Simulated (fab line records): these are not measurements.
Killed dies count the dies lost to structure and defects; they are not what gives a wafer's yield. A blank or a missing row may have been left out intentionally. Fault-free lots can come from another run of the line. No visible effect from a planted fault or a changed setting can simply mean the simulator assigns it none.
What tool caused it? -- flow rit cmos -- Sampling: 7 lots, 21 wafers, 2 of 202 route steps

WHAT EACH GAUGE READ, for each wafer
RIT_NWELL_OVL_MEAS_06.
lot,measured,on,NWELL_OVL (nm)
L349,day 2 13:55,overlay-02,1.6 -0.1 0.6
L351,day 3 00:16,overlay-02,-0.3 -0.8 -1.5
L354,day 3 12:53,overlay-01,-2.2 0.0 0.9
L357,day 4 05:03,overlay-01,-1.1 1.2 -0.5
L360,day 4 19:29,overlay-01,-0.3 -0.1 -0.9
L363,day 5 09:15,overlay-02,-0.3 -1.5 0.3
L366,day 6 00:13,overlay-02,-1.3 0.8 0.3

WHAT TOOL EACH LOT RAN ON (gives the tool, then ch and the chambers of the sampled wafers, and finally the start)
lot,RIT_ACTIVE_STRIP_14
L349,"plasma asher-04 ch 0,1, day 2 05:58"
L351,"plasma asher-01 ch 0,1, day 2 17:08"
L354,"plasma asher-04 ch 0,1, day 3 07:23"
L357,"plasma asher-04 ch 0,1, day 3 21:58"
L360,"plasma asher-04 ch 0,1, day 4 14:06"
L363,"plasma asher-02 ch 0,1, day 5 03:58"
L366,"plasma asher-02 ch 0,1, day 5 18:54"
- RIT_ACTIVE_STRIP_14: strips in O2, time 180 s.

THE ANSWER, worked out from the rows above alone
Rule: the usual values come from the lots themselves. The widest of any qualifying gaps counts: lots, ordered by their means at a reading, are off when they make up no more than a third of the lots, leave a main group of 4 or more, and stand apart from it by 3 or more times the standard deviation of that group's means. A main group is skipped when, at the precision printed for the reading in the tables above, its means are all equal. A lot without any number at a reading at which 4 lots or more have one is off too. Any other lot the step has rows for is counted as sound.
None of the lots is off at any reading shown; this tells nothing.

WHAT WAS PUT IN BY THE SIMULATOR
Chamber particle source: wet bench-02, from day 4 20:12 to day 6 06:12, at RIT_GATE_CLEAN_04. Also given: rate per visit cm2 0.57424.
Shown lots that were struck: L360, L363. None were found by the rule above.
